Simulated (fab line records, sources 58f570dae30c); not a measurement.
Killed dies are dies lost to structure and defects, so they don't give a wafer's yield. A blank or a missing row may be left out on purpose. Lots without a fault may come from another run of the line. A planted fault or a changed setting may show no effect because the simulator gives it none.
Tool commonality check | flow berkeley_cmos170 | 13 lots, 39 wafers sampled

WHY IT WAS OPENED
At UCB170_PSD_TW_MEAS_10 the reading PSD_TW is flagged on 2 of 13 lots. Wafers without a fault read 2321, standard deviation 16.
Rule: a lot is flagged when every wafer of it that has a number lies more than 4 standard deviations from that mean, or none has a number. The other lots count as sound.

lot  | measured     | on            | PSD_TW, wafer by wafer | flag
L139 | day 7 08:22  | film_metro-04 | 2325 2326 2331         |
L140 | day 7 20:01  | film_metro-02 | 2339 2335 2343         |
L143 | day 8 20:52  | film_metro-01 | 2303 2312 2289         |
L142 | day 8 21:07  | film_metro-01 | 2307 2308 2303         |
L141 | day 8 21:14  | film_metro-01 | 2292 2301 2309         |
L148 | day 9 21:41  | film_metro-01 | 2063 2070 2053         | FLAGGED
L147 | day 9 21:59  | film_metro-02 | 2330 2333 2350         |
L152 | day 10 08:52 | film_metro-02 | 2092 2095 2090         | FLAGGED
L151 | day 10 09:17 | film_metro-04 | 2335 2338 2333         |
L154 | day 11 10:18 | film_metro-04 | 2325 2334 2319         |
L157 | day 11 16:49 | film_metro-02 | 2330 2331 2328         |
L161 | day 12 15:12 | film_metro-01 | 2324 2307 2326         |
L162 | day 13 12:31 | film_metro-01 | 2308 2307 2314         |
The numbers of the flagged lots are 2077 on average: -244 against the usual, or -15 standard deviations.

WHICH TOOL RAN EACH LOT
The record holds 2 process steps before the reading, out of a route of 331 steps. In each cell: the tool, then ch and the chambers that the sampled wafers went through, then the start.
lot  | flag    | UCB170_PSD_IMPLANT_08           | UCB170_PSD_STRIP_09
L139 |         | implanter-01 ch 0, day 7 08:07  | plasma_asher-03 ch 0,1, day 7 08:16
L140 |         | implanter-01 ch 0, day 7 19:47  | plasma_asher-04 ch 0,1, day 7 19:55
L143 |         | implanter-03 ch 0, day 8 20:37  | plasma_asher-02 ch 0,1, day 8 20:46
L142 |         | implanter-03 ch 0, day 8 20:53  | plasma_asher-02 ch 0,1, day 8 21:00
L141 |         | implanter-04 ch 0, day 8 21:00  | plasma_asher-03 ch 0,1, day 8 21:07
L148 | FLAGGED | implanter-04 ch 0, day 9 21:26  | plasma_asher-02 ch 0,1, day 9 21:35
L147 |         | implanter-01 ch 0, day 9 21:46  | plasma_asher-03 ch 0,1, day 9 21:54
L152 | FLAGGED | implanter-04 ch 0, day 10 08:37 | plasma_asher-04 ch 0,1, day 10 08:46
L151 |         | implanter-03 ch 0, day 10 09:02 | plasma_asher-02 ch 0,1, day 10 09:11
L154 |         | implanter-01 ch 0, day 11 10:05 | plasma_asher-02 ch 0,1, day 11 10:13
L157 |         | implanter-03 ch 0, day 11 16:35 | plasma_asher-03 ch 0,1, day 11 16:43
L161 |         | implanter-01 ch 0, day 12 14:57 | plasma_asher-04 ch 0,1, day 12 15:06
L162 |         | implanter-01 ch 0, day 13 12:16 | plasma_asher-04 ch 0,1, day 13 12:25
What these steps do:
- UCB170_PSD_IMPLANT_08
- UCB170_PSD_STRIP_09: strips in O2.
- UCB170_PSD_TW_MEAS_10

FLAGGED OVER TOTAL, TOOL BY TOOL (the gauges that took the reading come last)
step                  | tool            | lots run | flagged | share of the flagged lots | sound lots run after its first flagged lot
UCB170_PSD_IMPLANT_08 | implanter-01    | 6        | 0       | none                      | -
UCB170_PSD_IMPLANT_08 | implanter-03    | 4        | 0       | none                      | -
UCB170_PSD_IMPLANT_08 | implanter-04    | 3        | 2       | all                       | 0
UCB170_PSD_STRIP_09   | plasma_asher-02 | 5        | 1       | some                      | 2 (L151,L154)
UCB170_PSD_STRIP_09   | plasma_asher-03 | 4        | 0       | none                      | -
UCB170_PSD_STRIP_09   | plasma_asher-04 | 4        | 1       | some                      | 2 (L161,L162)
UCB170_PSD_TW_MEAS_10 | film_metro-01   | 6        | 1       | some                      | 2 (L161,L162)
UCB170_PSD_TW_MEAS_10 | film_metro-02   | 4        | 1       | some                      | 1 (L157)
UCB170_PSD_TW_MEAS_10 | film_metro-04   | 3        | 0       | none                      | -

WHAT THE TABLE ALLOWS
1 row of the table ran every flagged lot: implanter-04 at UCB170_PSD_IMPLANT_08.
- implanter-04 at UCB170_PSD_IMPLANT_08: 2 of its 3 lots flagged. Its last sound lot is L141 (day 8 21:00), its first flagged lot L148 (day 9 21:26): a fault that began between those two fits. Its own readings lie more than 4 standard deviations out on every wafer of the flagged lots: dose_ions_cm2, faraday_current_uA.
One tool is left: implanter-04 at UCB170_PSD_IMPLANT_08.

WHAT THE SIMULATOR HAD PUT IN
Process parameter drift: implanter-04, from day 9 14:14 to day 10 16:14, at UCB170_PSD_IMPLANT_08. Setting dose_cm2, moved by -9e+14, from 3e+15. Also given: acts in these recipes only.
Lots struck among those shown: L148, L152. The rule above found the same.
